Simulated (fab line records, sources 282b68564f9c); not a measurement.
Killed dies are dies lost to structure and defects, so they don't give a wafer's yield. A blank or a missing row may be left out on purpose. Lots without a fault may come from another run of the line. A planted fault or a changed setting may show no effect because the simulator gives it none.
Problem report in the 8D (eight disciplines) form, filled by code | flow rit_cmos | the parts of the form that need people (team, actions taken, sign-off) are left out

1. THE PROBLEM
PWELL_TW at RIT_PWELL_TW_MEAS_10 reads a mean of 1050 on 6 wafers of 2 lots; wafers without a fault read 946 with a standard deviation of 12. That is +8.7 standard deviations from the usual mean.
First seen on wafer L868.1, day 5 18:47, on film_metro-02. The record holds 42 wafers of 14 lots with a number at this step. Rule for "out", or "out of limits": more than 4 standard deviations from the usual mean. The other wafers with a number count as sound.

2. WHAT IT IS AND WHAT IT IS NOT
question                    | is                           | is not
which readings at this step | PWELL_TW                     | -
which lots                  | L868, L869                   | L850, L851, L852, L853, L854, L856, L857, L858, L859, L860, L870, L872
which wafers of those lots  | all that have a number       | -
read on which gauges        | film_metro-01, film_metro-02 | film_metro-04
when                        | from day 5 18:47             | up to then (30 sound wafers); but 6 sound wafers of L870, L872 came after

3. SUSPECTS, AND WHAT RULES EACH OUT
Counting: a tool at a process step up to the reading stays a suspect if it ran every lot that is out and no sound lot after the first of them.
- the gauge at RIT_PWELL_TW_MEAS_10: ruled out. The wafers that are out were read on 2 gauges (film_metro-01, film_metro-02).
- implanter-04 at RIT_PWELL_IMPLANT_08: kept. It ran every lot that is out, first L868 (day 5 18:28), and no sound lot after that; its last sound lot up to then is L858 (day 3 20:31). Its own readings are out on those wafers: dose_ions_cm2, faraday_current_uA.
Left after counting: implanter-04 at RIT_PWELL_IMPLANT_08.

4. THE CAUSE (what the simulator had put in)
Process parameter drift: implanter-04, from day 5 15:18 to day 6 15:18, at RIT_PWELL_IMPLANT_08. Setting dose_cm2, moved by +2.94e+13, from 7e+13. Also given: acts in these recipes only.
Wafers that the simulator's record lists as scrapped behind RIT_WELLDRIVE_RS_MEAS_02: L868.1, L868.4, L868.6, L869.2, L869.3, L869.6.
Counting left only this tool.

5. THE CHAIN OF EFFECTS, in route order
Each row: a reading whose mean over the struck wafers that have a number lies more than 3 standard deviations from the usual. Only readings for which the record gives a usual standard deviation are gone through. hours: the time from each lot's start at the first step in this table that gives one to its start at this step, as a median over the lots. sigmas: the change in usual standard deviations.
hours | step                     | reading            | usual        | on struck wafers | change | sigmas
0     | RIT_PWELL_IMPLANT_08     | dose_ions_cm2      | 7e+13        | 1e+14            | +3e+13 | +99 or more
0     | RIT_PWELL_IMPLANT_08     | faraday_current_uA | 222          | 314              | +92    | +20
0     | RIT_PWELL_TW_MEAS_10     | PWELL_TW           | 946          | 1050             | +104   | +8.7
13    | RIT_WELLDRIVE_RS_MEAS_02 | PWELL_RS           | 429.3 ohm/sq | 345.7            | -83.6  | -70
The process steps in it:
- RIT_PWELL_IMPLANT_08

6. WHAT WOULD HAVE CAUGHT IT SOONER
In this record the first reading out of limits at a measuring or inspecting step was taken at day 5 18:47, 3 hours after the fault began at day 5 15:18.
The tool's own readings at RIT_PWELL_IMPLANT_08 were out on every struck wafer that the step has a row for (dose_ions_cm2, faraday_current_uA): an alarm limit on them would have fired on the first of those.
Of the lots that are out (2), L869 began RIT_PWELL_IMPLANT_08 on implanter-04 after day 5 18:47. A hold on the tool at that time would have spared it.
